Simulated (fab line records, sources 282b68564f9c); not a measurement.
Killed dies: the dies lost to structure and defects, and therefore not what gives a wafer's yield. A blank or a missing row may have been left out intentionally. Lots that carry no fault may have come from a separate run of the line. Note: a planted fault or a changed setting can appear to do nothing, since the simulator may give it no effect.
Problem report, 8D (eight disciplines) form, completed by code || flow rit_cmos || the parts of the form that need people (team, actions taken, sign-off) are left out

1. WHAT WENT WRONG
CONTACT_TEOS_THK at RIT_CONTACT_THK_MEAS_01 reads a mean of 563 nm on 6 wafers of 2 lots; wafers without a fault read 399 nm with a standard deviation of 5.2. Measured from the usual mean, that is +32 standard deviations.
First observed at day 5 09:25: wafer L231.2, on film_metro-03. Wafers with a number at this step in the record: 42, from 14 lots. By rule, "out" or "out of limits" means more than 4 standard deviations away from the usual mean. The rest of the wafers with a number are treated as sound.

2. WHAT IT IS; WHAT IT IS NOT
{"question": "which readings at this step", "is": "CONTACT_TEOS_THK", "is not": "-"}
{"question": "which lots", "is": "L231, L233", "is not": "L221, L222, L223, L224, L225, L226, L230, L237, L238, L240, L241, L243"}
{"question": "which wafers of those lots", "is": "all that have a number", "is not": "-"}
{"question": "read on which gauges", "is": "film_metro-03, film_metro-04", "is not": "film_metro-02"}
{"question": "when", "is": "from day 5 09:25", "is not": "up to then (18 sound wafers); but 18 sound wafers of L230, L237, L238, L240, L241, L243 came after"}

3. WHAT RULES OUT EACH SUSPECT
Counting: a tool at any process step up to the reading remains a suspect when it ran all the lots that are out and ran no sound lot after the first of those.
- ruled out: the gauge at RIT_CONTACT_THK_MEAS_01. The wafers that are out were read on 2 gauges (film_metro-03, film_metro-04).
- pecvd-04 at RIT_CONTACT_CVD_00 (deposits SiO2 from TEOS, target thk 400 nm, time 61 s): kept. Every lot that is out went through it, starting with L231 (day 5 09:22), and after that it ran no sound lot; the last sound lot it ran before then is L224 (day 4 02:27).
The count leaves pecvd-04 at RIT_CONTACT_CVD_00.

4. THE CAUSE (what the simulator had put in)
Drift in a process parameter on pecvd-04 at RIT_CONTACT_CVD_00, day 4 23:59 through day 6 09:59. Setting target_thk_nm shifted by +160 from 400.
The count eliminated every tool but this one.

5. SEQUENCE OF EFFECTS, ordered by route
One row per reading whose mean, taken over the struck wafers that have a number, lies over 3 standard deviations from the usual. Only readings for which the record gives a usual standard deviation are gone through. hours: the time from each lot's start at the first step in this table that gives one to its start at this step, as a median over the lots. sigmas: the change in usual standard deviations.
{"hours": 0, "step": "RIT_CONTACT_THK_MEAS_01", "reading": "CONTACT_TEOS_THK", "usual": "399 nm", "on struck wafers": 563, "change": "+164", "sigmas": "+32"}
{"hours": 6, "step": "RIT_M1_PROBE_99", "reading": "killed_at_contacts", "usual": 0.0, "on struck wafers": 259.3, "change": "+259.3", "sigmas": "+99 or more"}
{"hours": 6, "step": "RIT_M1_PROBE_99", "reading": "killed_dies", "usual": 7, "on struck wafers": 264, "change": "+257", "sigmas": "+86"}
{"hours": 6, "step": "RIT_M1_PROBE_99", "reading": "killed_on_rim", "usual": 2, "on struck wafers": 70, "change": "+68", "sigmas": "+49"}
Its process steps:
- RIT_M1_PROBE_99

6. WHAT WOULD HAVE CAUGHT IT SOONER
9 hours passed between the start of the fault at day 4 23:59 and the first reading out of limits at a measuring or inspecting step in this record, taken at day 5 09:25.
No tool reading at RIT_CONTACT_CVD_00 that has a usual standard deviation in the record was out on any struck wafer, so an alarm limit of 4 standard deviations on those readings would not have fired.
Lots out: 2; of these, L233 started RIT_CONTACT_CVD_00 on pecvd-04 after day 5 09:25. A tool hold placed at that time would have kept it from harm.
